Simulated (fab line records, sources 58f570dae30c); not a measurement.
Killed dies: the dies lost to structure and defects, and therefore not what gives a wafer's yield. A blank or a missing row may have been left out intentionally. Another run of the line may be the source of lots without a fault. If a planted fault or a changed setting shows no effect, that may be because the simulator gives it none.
Which of the tools did it? ; flow berkeley-cmos170 ; at 1 step of a route of 331, 7 lots with 21 wafers sampled

## WHAT EACH GAUGE READ, for each wafer
UCB170_V1_CD_MEAS_90: the cd target is 700 nm.
lot;measured;on;cd-nm (nm)
L197;day 8 09:43;cd-sem-01;699.7 700.8 700.9
L199;day 8 23:07;cd-sem-01;699.3 699.1 699.0
L205;day 11 04:46;cd-sem-01;700.9 701.0 700.9
L209;day 11 09:39;cd-sem-01;701.6 701.5 703.0
L213;day 12 06:30;cd-sem-01;702.6 702.9 701.9
L215;day 12 19:10;cd-sem-01;700.4 700.3 701.6
L219;day 13 16:52;cd-sem-01;700.3 699.6 700.1

## EACH LOT AND THE TOOL THAT RAN IT (in order: tool; ch and the chambers of the sampled wafers; start)
Record: no process step prior to these readings.

## THE ANSWER, worked out from the rows above alone
Rule: the lots themselves supply what counts as usual. Put in order of their means at a reading, lots are off if they are a third of the lots or fewer, leave a main group of 4 or more, and stand apart from it by a gap of 3 or more times the standard deviation of the main group's means; of several such gaps the widest counts. A main group whose means are all the same, to the digits that the tables above print for the reading, isn't used. A lot without any number at a reading at which 4 lots or more have one is off too. All remaining lots with rows at the step are treated as sound.
Nothing can be told from this: no lot is off at any reading shown.

## WHAT HAD BEEN PUT IN BY THE SIMULATOR
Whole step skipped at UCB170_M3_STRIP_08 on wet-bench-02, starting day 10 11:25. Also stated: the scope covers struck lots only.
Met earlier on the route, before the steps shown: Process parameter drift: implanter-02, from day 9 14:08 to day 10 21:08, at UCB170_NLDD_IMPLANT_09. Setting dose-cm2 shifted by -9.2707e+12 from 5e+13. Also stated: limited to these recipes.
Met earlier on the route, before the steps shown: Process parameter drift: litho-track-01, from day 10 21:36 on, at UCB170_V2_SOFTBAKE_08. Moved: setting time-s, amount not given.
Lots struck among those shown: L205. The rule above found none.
